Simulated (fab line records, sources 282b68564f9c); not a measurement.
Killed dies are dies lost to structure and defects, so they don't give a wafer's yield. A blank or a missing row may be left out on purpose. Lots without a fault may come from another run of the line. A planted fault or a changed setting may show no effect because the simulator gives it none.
Which tool did it? | flow rit_cmos | 14 lots, 42 wafers sampled, at 2 steps of a route of 202

WHAT THE GAUGES READ, wafer by wafer
RIT_CONTACT_OVL_MEAS_09.
lot  | measured    | on         | CONTACT_OVL (nm)
L232 | day 3 05:42 | overlay-02 | -2.4 2.3 2.6
L234 | day 3 13:07 | overlay-01 | -0.2 -2.5 -1.2
L235 | day 3 20:26 | overlay-01 | -2.8 -2.0 -1.8
L236 | day 4 04:03 | overlay-01 | -0.5 0.2 -1.1
L237 | day 4 06:44 | overlay-01 | -0.7 -3.0 -1.4
L239 | day 4 15:41 | overlay-02 | -1.7 -1.4 -0.9
L240 | day 5 02:23 | overlay-01 | -0.7 0.1 1.7
L241 | day 5 10:22 | overlay-02 | 1.9 -0.4 2.0
L243 | day 5 17:59 | overlay-02 | 1.3 -0.6 0.1
L244 | day 5 18:25 | overlay-01 | -1.6 -0.4 -1.9
L247 | day 6 11:32 | overlay-02 | -1.7 -0.7 -2.5
L250 | day 6 23:10 | overlay-01 | 240.1 238.5 238.9
L251 | day 7 03:47 | overlay-02 | 240.5 239.0 239.0
L253 | day 7 12:51 | overlay-01 | -2.2 -1.2 -4.5

WHICH TOOL RAN EACH LOT (tool, then ch and the chambers of the sampled wafers, then the start)
lot  | RIT_CONTACT_EXPOSE_05
L232 | iline_stepper-02 ch 0, day 3 05:04
L234 | iline_stepper-02 ch 0, day 3 12:30
L235 | iline_stepper-02 ch 0, day 3 19:47
L236 | iline_stepper-01 ch 0, day 4 03:25
L237 | iline_stepper-01 ch 0, day 4 06:07
L239 | iline_stepper-02 ch 0, day 4 15:02
L240 | iline_stepper-01 ch 0, day 5 01:44
L241 | iline_stepper-02 ch 0, day 5 09:44
L243 | iline_stepper-02 ch 0, day 5 17:23
L244 | iline_stepper-02 ch 0, day 5 17:48
L247 | iline_stepper-01 ch 0, day 6 10:55
L250 | iline_stepper-01 ch 0, day 6 22:31
L251 | iline_stepper-01 ch 0, day 7 02:58
L253 | iline_stepper-02 ch 0, day 7 12:13
- RIT_CONTACT_EXPOSE_05: exposes mask M11, target cd 1000 nm.

WHAT THE TOOLS THEMSELVES READ (means of the sampled wafers that have a number; where no wafer has one, the mark that the record gives instead)
RIT_CONTACT_EXPOSE_05.
lot  | tool             | exposure_dose_mJ_cm2
L232 | iline_stepper-02 | 249.70
L234 | iline_stepper-02 | 250.04
L235 | iline_stepper-02 | 249.84
L236 | iline_stepper-01 | 250.02
L237 | iline_stepper-01 | 249.95
L239 | iline_stepper-02 | 249.72
L240 | iline_stepper-01 | 249.72
L241 | iline_stepper-02 | 250.01
L243 | iline_stepper-02 | 250.19
L244 | iline_stepper-02 | 250.00
L247 | iline_stepper-01 | 249.84
L250 | iline_stepper-01 | 249.72
L251 | iline_stepper-01 | 250.18
L253 | iline_stepper-02 | 250.04

THE ANSWER, worked out from the rows above alone
Rule: what is usual is taken from the lots themselves. Put in order of their means at a reading, lots are off if they are a third of the lots or fewer, leave a main group of 4 or more, and stand apart from it by a gap of 3 or more times the standard deviation of the main group's means; of several such gaps the widest counts. A main group whose means are all the same, to the digits that the tables above print for the reading, isn't used. A lot without any number at a reading at which 4 lots or more have one is off too. The other lots that the step has rows for count as sound. The gauges are gone through in route order, then the tools' own readings, and for those a lot's mean is taken as printed above. The first step at which some lot is off is used, and at that step the reading that is off furthest; a lot without a number counts as furthest.
Off: L250, L251, at RIT_CONTACT_OVL_MEAS_09 (CONTACT_OVL). The main group: mean -0.8 nm, standard deviation 1.2.
A tool fits if, at a process step before that reading, it ran every lot that is off, and no sound lot after the first of them. The gauges at RIT_CONTACT_OVL_MEAS_09 are tried like those tools. One fits: iline_stepper-01 at RIT_CONTACT_EXPOSE_05. Its last sound lot is L247 (day 6 10:55), its first lot that is off L250 (day 6 22:31): a fault that began between those two fits.

WHAT THE SIMULATOR HAD PUT IN
Scanner matching overlay: iline_stepper-01, from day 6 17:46 on, at RIT_CONTACT_EXPOSE_05. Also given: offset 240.
Lots struck among those shown: L250, L251. The rule above found the same.
